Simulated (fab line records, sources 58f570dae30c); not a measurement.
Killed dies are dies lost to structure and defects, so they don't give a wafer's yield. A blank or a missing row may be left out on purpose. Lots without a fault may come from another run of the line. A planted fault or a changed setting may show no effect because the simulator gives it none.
One fault seen from 2 desks | flow berkeley_cmos170 | each desk has only its own numbers; what lay behind them comes last

THE TOOL OWNER'S DESK: implanter-01
The tool's own readings at UCB170_NSD_IMPLANT_08: means of the sampled wafers that have a number, for each lot that ran on this tool. A lot is out of limits, marked OUT, if its mean lies more than 4 standard deviations from the usual mean; the brackets give that distance.
Columns: A = beam_on_s at UCB170_NSD_IMPLANT_08, usual 10.00 s; B = dose_ions_cm2 at UCB170_NSD_IMPLANT_08, usual 3e+15; C = end_station_pressure_torr at UCB170_NSD_IMPLANT_08, usual 1.26e-05 Torr; D = faraday_current_uA at UCB170_NSD_IMPLANT_08, usual 9259; E = tilt_deg at UCB170_NSD_IMPLANT_08, usual 7.005 degrees
lot  | first seen here | A               | B                       | C        | D               | E
L893 | day 6 11:33     | 9.92            | 3e+15                   | 1.27e-05 | 9349            | 7.001
L899 | day 7 16:09     | 10.14           | 3e+15                   | 1.19e-05 | 9118            | 7.005
L900 | day 7 16:47     | 10.03           | 3e+15                   | 1.25e-05 | 9229            | 7.005
L901 | day 8 09:06     | 13.99 (+19) OUT | 6e+15 (+99 or more) OUT | 1.45e-05 | 12760 (+18) OUT | 7.007
L907 | day 9 08:09     | 13.75 (+18) OUT | 6e+15 (+99 or more) OUT | 1.47e-05 | 12959 (+19) OUT | 6.995
This desk's finding: out of limits on L901, L907; first on L901, day 8 09:06 (beam_on_s at UCB170_NSD_IMPLANT_08). In limits: L893, L899, L900.

THE METROLOGY DESK
What the gauges read, lot by lot, whatever tool the lot ran on: means of the sampled wafers that have a number. A lot is out of limits, marked OUT, if its mean lies more than 4 standard deviations from the usual mean; the brackets give that distance.
Columns: A = NSD_TW at UCB170_NSD_TW_MEAS_10, usual 4168; B = NSD_RS at UCB170_SDANNEAL_RS_MEAS_03, usual 37.29 ohm/sq; C = cd_nm at UCB170_V2_CD_MEAS_90, usual 699.9 nm
lot  | first seen here | A    | B               | C
L893 | day 6 11:46     | 4123 | 37.29           | 698.5
L895 | day 7 05:16     | 4125 | 37.20           | 699.4
L896 | day 7 05:31     | 4137 | 37.16           | 699.7
L897 | day 7 09:17     | 4187 | 37.15           | 699.7
L899 | day 7 16:22     | 4114 | 37.35           | 700.2
L898 | day 7 16:38     | 4125 | 37.27           | 701.9
L900 | day 7 17:01     | 4272 | 37.06           | 698.2
L901 | day 8 09:21     | 4377 | 30.34 (-63) OUT | 700.4
L907 | day 9 08:22     | 4364 | 30.46 (-62) OUT | 702.8
L912 | day 10 10:43    | 4179 | 37.27           | 697.8
L911 | day 10 11:01    | 4127 | 37.34           | 701.4
L913 | day 10 11:14    | 4115 | 37.40           | 698.3
L914 | day 10 19:26    | 4110 | 37.36           | 699.5
L915 | day 10 19:47    | 4125 | 37.22           | 701.1
This desk's finding: out of limits on L901, L907; first on L901, day 8 10:35 (NSD_RS at UCB170_SDANNEAL_RS_MEAS_03). In limits: L893, L895, L896, L897, L899, L898, L900, L912, L911, L913, L914, L915.

PUT TOGETHER
The tool owner's desk could have raised an alarm at day 8 09:06, on L901, L907.
The metrology desk could have raised an alarm at day 8 10:35, on L901, L907.
Of the lots named, all ran UCB170_NSD_IMPLANT_08 on implanter-01.

WHAT THE SIMULATOR HAD PUT IN
Process parameter drift: implanter-01, from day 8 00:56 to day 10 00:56, at UCB170_NSD_IMPLANT_08. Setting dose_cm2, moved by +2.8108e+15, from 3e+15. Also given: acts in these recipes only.
Lots struck among those shown: L901, L907.
Hours from the fault's start to each desk's first reading out of limits: the tool owner's desk, 8; the metrology desk, 10.
